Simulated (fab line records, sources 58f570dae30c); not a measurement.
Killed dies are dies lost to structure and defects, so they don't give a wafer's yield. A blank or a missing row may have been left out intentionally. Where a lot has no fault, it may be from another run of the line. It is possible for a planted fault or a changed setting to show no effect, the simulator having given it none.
Comparing a struck lot with a sound one | flow berkeleyCmos170 | 14 steps out of a route of 331
Sound: wafers L380.1, L380.4, L380.6. The struck wafers were L370.2, L370.4, L370.5. The cause is given at the end.
Order at every step that has rows: each side's tool, ch and its chambers, its first start. Under that, the readings that differ: sound wafers | struck wafers | difference of the means | sigmas: that difference in standard deviations of wafers without a fault.
alike: readings whose means differ by less than 2 such deviations, and words and numbers that are the same on both sides. not compared: withheld readings, readings that some wafer has no value for, bounds like >300 that may hide the same value, and numbers for which the record gives no deviation and whose values overlap.
A row with sigmas, a row that says differs or no value, or rows on one side alone: a step with any of these is where the two part. Numbers that don't overlap but have no deviation are shown without sigmas and don't part them. Lack of a reading on every wafer of one side parts them only where that side has two or more wafers.

UCB170_CONTACT_ETCH_17: etches BARC in N2/H2.
  sound on rieDiel-01 ch 1,3, day 10 11:10; struck on rieDiel-04 ch 1,3, day 8 13:47
  alike: drypumpMotorCurrentA, oesProductAu, rfFwdPowerW, throttleValvePct
UCB170_CONTACT_ETCH_18: etches PSG in CHF3/CF4/Ar, stops on TiSi2, target depth 840 nm, time 195 s.
  sound: rieDiel-01 ch 1,3; struck: rieDiel-04 ch 1,3
  alike: drypumpMotorCurrentA, oesProductAu, rfFwdPowerW, throttleValvePct
  not compared: rfHoursCounterH
UCB170_CONTACT_STRIP_19: strips in O2.
  sound on plasmaAsher-01 ch 1, day 10 11:20; struck on plasmaAsher-02 ch 0,1, day 8 13:57
reading                  | sound       | struck      | difference | sigmas
drypumpMotorCurrentA (A) | 4.7 4.7 4.7 | 6.4 5.6 6.4 | +1.4       | +2
  alike: oesProductAu
  not compared: rfHoursCounterH
UCB170_CONTACT_CD_MEAS_90 targets a cd of 700 nm.
  sound on cdSem-01 at day 10 11:26; struck on cdSem-01 at day 8 14:04
reading   | sound             | struck            | difference | sigmas
cdNm (nm) | 702.9 703.6 704.9 | 700.4 699.1 698.8 | -4.4       | -3
then, 1 step without rows for these wafers: UCB170_CONTACT_CLEAN_20 (cleans in SPM, time 600 s).
UCB170_M1_SPUTTER_00: material Al, target thk 600 nm, time 80 s.
  sound on pvdSputter-01 at day 10 13:02; struck on pvdSputter-03 at day 8 14:21
  alike: throttleValvePct
UCB170_M1_RS_MEAS_01: a four-point-probe measurement.
  sound on filmMetro-01 at day 10 13:06; struck on filmMetro-03 at day 8 14:26
  alike: M1_AL_RS
UCB170_M1_THK_MEAS_02: measures by xrf.
  sound on filmMetro-01 at day 10 13:13; struck on filmMetro-03 at day 8 14:32
reading        | sound       | struck      | difference | sigmas
M1_AL_THK (nm) | 609 606 612 | 589 600 592 | -15        | -3
then, 4 steps without rows for these wafers: UCB170_M1_COAT_03; UCB170_M1_COAT_04 (resist thk 900 nm); UCB170_M1_SOFTBAKE_05 (time 60 s); UCB170_M1_EXPOSE_06 (exposes mask METAL1, target cd 700 nm).
UCB170_M1_PEB_07:
  struck on lithoTrack-01, day 8 15:36; sound on lithoTrack-02 ch 0, day 10 14:30
  no value came back on the struck wafers for chillPlateTempC (C), exhaustPa (Pa); on the sound wafers chillPlateTempC (C) reads 22.98 23.04 23.12
then, 1 step without rows for these wafers: UCB170_M1_DEVELOP_08 (develop time 45 s).

WHERE THEY PART
Last at UCB170_M1_PEB_07 as far as this record goes, first at UCB170_CONTACT_STRIP_19.

WHY: what the simulator had put in
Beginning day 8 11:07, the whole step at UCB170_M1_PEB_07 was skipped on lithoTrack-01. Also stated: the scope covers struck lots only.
